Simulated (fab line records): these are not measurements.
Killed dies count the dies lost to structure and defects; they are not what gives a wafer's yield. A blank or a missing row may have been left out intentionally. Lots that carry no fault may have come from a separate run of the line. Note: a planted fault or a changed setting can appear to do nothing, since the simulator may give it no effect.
One fault seen from 2 desks || flow berkeleyCmos170 || each desk has only its own numbers; what lay behind them comes last

FROM THE METROLOGY DESK
What the gauges read for every lot (on any tool): the sampled wafers with a number, averaged. The brackets show how far a lot's mean lies from the usual mean; more than 4 standard deviations puts the lot out of limits, marked OUT.
Columns: A = cdNm at UCB170_NSD_CD_MEAS_06, usual 1199.9 nm; B = CONTACT_PSG_THK at UCB170_CONTACT_THK_MEAS_02, usual 700 nm; C = cdNm at UCB170_V1_CD_MEAS_90, usual 700.2 nm
{"lot": "L488", "first seen here": "day 7 00:09", "A": 1198.7, "B": 702, "C": 699.0}
{"lot": "L490", "first seen here": "day 7 00:12", "A": 1200.3, "B": 699, "C": 697.9}
{"lot": "L489", "first seen here": "day 7 00:23", "A": 1201.0, "B": 715, "C": 700.5}
{"lot": "L491", "first seen here": "day 7 04:46", "A": 1198.9, "B": 699, "C": 701.2}
{"lot": "L493", "first seen here": "day 7 12:35", "A": 1201.7, "B": 697, "C": 699.8}
{"lot": "L494", "first seen here": "day 7 21:17", "A": 1201.8, "B": 695, "C": 700.2}
{"lot": "L495", "first seen here": "day 7 22:07", "A": 1199.4, "B": 694, "C": 700.4}
{"lot": "L501", "first seen here": "day 9 08:49", "A": 1200.3, "B": 702, "C": 699.3}
{"lot": "L504", "first seen here": "day 9 16:04", "A": 1199.2, "B": 677, "C": 700.2}
{"lot": "L502", "first seen here": "day 9 16:43", "A": 1200.7, "B": 683, "C": 701.2}
{"lot": "L508", "first seen here": "day 10 14:30", "A": 1198.9, "B": 697, "C": 702.9}
{"lot": "L510", "first seen here": "day 10 16:44", "A": 1200.7, "B": 689, "C": 700.0}
{"lot": "L509", "first seen here": "day 10 17:10", "A": 1196.5, "B": 684, "C": 702.2}
{"lot": "L511", "first seen here": "day 11 03:07", "A": 1199.7, "B": 700, "C": 702.4}
This desk's verdict: no lot among the 14 shows anything out of limits.

AT THE TOOL OWNER'S DESK: lpcvd-01
The tool's own readings at UCB170_CONTACT_CVD_01 (deposits PSG from SiH4/O2/PH3, target thk 700 nm, time 2820 s): means of the sampled wafers that have a number, for each lot that ran on this tool. The brackets show how far a lot's mean lies from the usual mean; more than 4 standard deviations puts the lot out of limits, marked OUT.
Columns: A = ph3FlowSccm at UCB170_CONTACT_CVD_01, usual 25.01 sccm; B = spikeTcCentreC at UCB170_CONTACT_CVD_01, usual 452.1 C
{"lot": "L489", "first seen here": "day 7 03:16", "A": 24.91, "B": 451.9}
{"lot": "L490", "first seen here": "day 7 03:16", "A": 25.16, "B": 454.5}
{"lot": "L493", "first seen here": "day 7 15:29", "A": 24.96, "B": 454.8}
{"lot": "L502", "first seen here": "day 9 20:02", "A": "20.07 (-65) OUT", "B": 452.3}
{"lot": "L504", "first seen here": "day 9 20:02", "A": "19.96 (-66) OUT", "B": 452.1}
Finding of this desk: L502, L504 out of limits; the first was L502 at day 9 20:02, on ph3FlowSccm at UCB170_CONTACT_CVD_01. L489, L490, L493: within limits.

BROUGHT TOGETHER
On L502, L504, at day 9 20:02, an alarm was possible from the tool owner's desk.
At the metrology desk, nothing out of limits was observed.
The metrology desk holds a record of L502, L504, inside its limits.
UCB170_CONTACT_CVD_01 was run on lpcvd-01 by each of the lots named.

WHAT WAS PUT IN BY THE SIMULATOR
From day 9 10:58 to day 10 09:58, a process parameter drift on lpcvd-01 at UCB170_CONTACT_CVD_01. The setting ph3FlowSccm was moved by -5, starting from 25.
Lots struck among those shown: L502, L504.
Each desk's first reading out of limits, in hours after the fault started: the tool owner's desk, 9.
